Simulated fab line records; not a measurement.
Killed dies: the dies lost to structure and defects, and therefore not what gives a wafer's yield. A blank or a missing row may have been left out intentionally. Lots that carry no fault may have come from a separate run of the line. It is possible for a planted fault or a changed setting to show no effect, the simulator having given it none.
Tool commonality check	flow ritCmos	42 wafers sampled across 14 lots

== REASON IT WAS OPENED ==
3 of 14 lots carry a flag on the reading GATE_OVL at RIT_GATE_OVL_MEAS_17. No-fault wafers: -0.7 nm, standard deviation 1.4.
Rule: a lot gets a flag if all its wafers with a number sit over 4 standard deviations from that mean, or if no wafer of it has a number. All remaining lots are regarded as sound.

lot	measured	on	GATE_OVL (nm), wafer by wafer	flag
L837	day 2 14:23	overlay-02	-2.4 -2.1 -2.1	
L838	day 2 18:28	overlay-01	-3.0 0.3 0.4	
L839	day 2 22:16	overlay-01	2.1 1.6 -0.1	
L840	day 3 03:53	overlay-02	-1.6 -2.1 -1.8	
L841	day 3 09:55	overlay-01	-2.0 0.0 -1.0	
L843	day 3 19:05	overlay-02	-2.8 -2.7 -3.5	
L844	day 3 22:49	overlay-01	127.1 126.1 130.0	FLAGGED
L845	day 4 04:13	overlay-01	0.4 0.1 -0.7	
L847	day 4 18:23	overlay-02	129.6 130.1 129.0	FLAGGED
L849	day 5 02:05	overlay-01	129.0 129.0 129.1	FLAGGED
L851	day 5 15:17	overlay-01	0.1 -0.3 3.4	
L854	day 6 04:13	overlay-01	-2.1 -1.7 -1.2	
L858	day 6 23:13	overlay-01	0.3 1.5 1.6	
L859	day 7 03:50	overlay-02	0.7 -0.8 -1.2	
On average the flagged lots' numbers are 128.8 nm, which is +129.5 nm against the usual, or +92 standard deviations.

== TOOL THAT RAN EACH LOT ==
The record holds 1 process step before the reading, out of a route of 202 steps. In each cell: the tool, then ch and the chambers that the sampled wafers went through, then the start.
lot	flag	RIT_GATE_EXPOSE_13
L837		ilineStepper-02 ch 0, day 2 13:53
L838		ilineStepper-01 ch 0, day 2 17:57
L839		ilineStepper-02 ch 0, day 2 21:41
L840		ilineStepper-01 ch 0, day 3 03:22
L841		ilineStepper-01 ch 0, day 3 09:25
L843		ilineStepper-02 ch 0, day 3 18:35
L844	FLAGGED	ilineStepper-01 ch 0, day 3 22:19
L845		ilineStepper-02 ch 0, day 4 03:41
L847	FLAGGED	ilineStepper-01 ch 0, day 4 17:53
L849	FLAGGED	ilineStepper-01 ch 0, day 5 01:34
L851		ilineStepper-02 ch 0, day 5 14:37
L854		ilineStepper-02 ch 0, day 6 03:43
L858		ilineStepper-02 ch 0, day 6 22:42
L859		ilineStepper-02 ch 0, day 7 03:19
What these steps do:
- RIT_GATE_EXPOSE_13: exposes mask M6, target cd 150 nm.
- RIT_GATE_OVL_MEAS_17

== FLAGGED OVER TOTAL, TOOL BY TOOL (the gauges that took the reading come last) ==
step	tool	lots run	flagged	share of the flagged lots	sound lots run after its first flagged lot
RIT_GATE_EXPOSE_13	ilineStepper-01	6	3	all	0
RIT_GATE_EXPOSE_13	ilineStepper-02	8	0	none	-
RIT_GATE_OVL_MEAS_17	overlay-01	9	2	some	4 (L845,L851,L854,L858)
RIT_GATE_OVL_MEAS_17	overlay-02	5	1	some	1 (L859)

== THE TABLE: WHAT IT ALLOWS ==
All flagged lots share 1 row of the table, namely ilineStepper-01 at RIT_GATE_EXPOSE_13.
- ilineStepper-01 at RIT_GATE_EXPOSE_13 ran 6 lots, 3 of them flagged. Last sound lot L841 at day 3 09:25, first flagged lot L844 at day 3 22:19; a fault beginning in between fits.
Left over: one tool, ilineStepper-01 at RIT_GATE_EXPOSE_13.

== WHAT WAS PUT IN BY THE SIMULATOR ==
Scanner matching overlay: ilineStepper-01, from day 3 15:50 on, at RIT_GATE_EXPOSE_13. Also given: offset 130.
Shown lots that were struck: L844, L847, L849. Same finding as the rule above.
